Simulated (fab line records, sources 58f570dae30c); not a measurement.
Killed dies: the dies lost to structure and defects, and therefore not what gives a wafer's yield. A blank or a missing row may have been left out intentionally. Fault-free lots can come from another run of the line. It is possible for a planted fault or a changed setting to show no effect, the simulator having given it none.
A struck lot beside a sound one | flow berkeleyCmos170 | 14 out of 331 route steps
Sound: wafers L498.3, L498.4, L498.6. Struck: wafers L500.2, L500.3, L500.5. The cause is named last.
Per side, at each step with rows, come the tool, then ch with its chambers, and then its first start. Under that, the readings that differ: sound wafers | struck wafers | difference of the means | sigmas: that difference in standard deviations of wafers without a fault.
alike: words and numbers the same on both sides, and readings whose means are apart by under 2 such deviations; not compared: readings that were withheld, readings missing a value for some wafer, numbers with overlapping values and no deviation given by the record, and bounds like >300 which may hide the same value.
A row with sigmas, a row that says differs or no value, or rows on one side alone: a step with any of these is where the two part. Numbers that have no deviation but don't overlap get no sigmas and don't part them. A reading that every wafer of one side lacks parts them only if that side has two wafers or more.

UCB170_SILICIDE_RS_MEAS_02: a four-point-probe measurement.
  sound on filmMetro-04 at day 9 20:44; struck on filmMetro-04 at day 9 20:25
  alike: SILICIDE_TI_RS
UCB170_SILICIDE_THK_MEAS_03: measures by xrf.
  sound on filmMetro-04 at day 9 20:50; struck on filmMetro-04 at day 9 20:31
  alike: SILICIDE_TI_THK
UCB170_SILICIDE_RTA_04: time 15 s.
  sound on rtpAnneal-01 ch 0, day 9 20:54; struck on rtpAnneal-02 ch 0, day 9 20:35
reading          | sound             | struck            | difference | sigmas
lampPowerPct (%) | 10.59 10.59 10.59 | 11.10 11.09 11.09 | +0.50      | +2
  alike: annealTempCMax, chamberO2Ppm, wafer_temp_C_max
then, 3 steps without rows for these wafers: UCB170_SILICIDE_WET_ETCH_05 (etches Ti in SPM, time 45 s); UCB170_CONTACT_CLEAN_00 (cleans in SPM, time 600 s); UCB170_CONTACT_CVD_01 (deposits PSG from SiH4/O2/PH3, target thk 700 nm, time 2820 s).
UCB170_CONTACT_THK_MEAS_02:
  sound on filmMetro-02 at day 10 00:07; struck on filmMetro-02 at day 9 22:38
  alike: CONTACT_PSG_THK
then, 3 steps without rows for these wafers: UCB170_CONTACT_HMDS_03 (prime time 60 s); UCB170_CONTACT_COAT_04 (resist thk 900 nm); UCB170_CONTACT_SOFTBAKE_05 (time 60 s).
UCB170_CONTACT_STRIP_06: strips in O2.
  sound on plasmaAsher-04 ch 0,1, day 10 00:55; struck on plasmaAsher-02 ch 0,1, day 9 23:16
  alike: drypumpMotorCurrentA, o2FlowSccm, oesProductAu, stripTimeToEndpointS
  not compared: rfHoursCounterH
then, 1 step without rows for these wafers: UCB170_CONTACT_CLEAN_07 (cleans in SPM, time 600 s).
UCB170_CONTACT_RTA_08: time 10 s.
  sound on rtpAnneal-01 ch 0, day 10 01:14; struck on rtpAnneal-01, day 9 23:33
  no value came back on the struck wafers for any of 5 readings (annealTempCMax, chamberO2Ppm and others); on the sound wafers annealTempCMax reads 904.0 903.3 904.0
following that, these wafers have no rows for 1 step: UCB170_CONTACT_COAT_09.

WHERE THEY PART
Last at UCB170_CONTACT_RTA_08 as far as this record goes, first at UCB170_SILICIDE_RTA_04.

WHY: the cause the simulator had injected
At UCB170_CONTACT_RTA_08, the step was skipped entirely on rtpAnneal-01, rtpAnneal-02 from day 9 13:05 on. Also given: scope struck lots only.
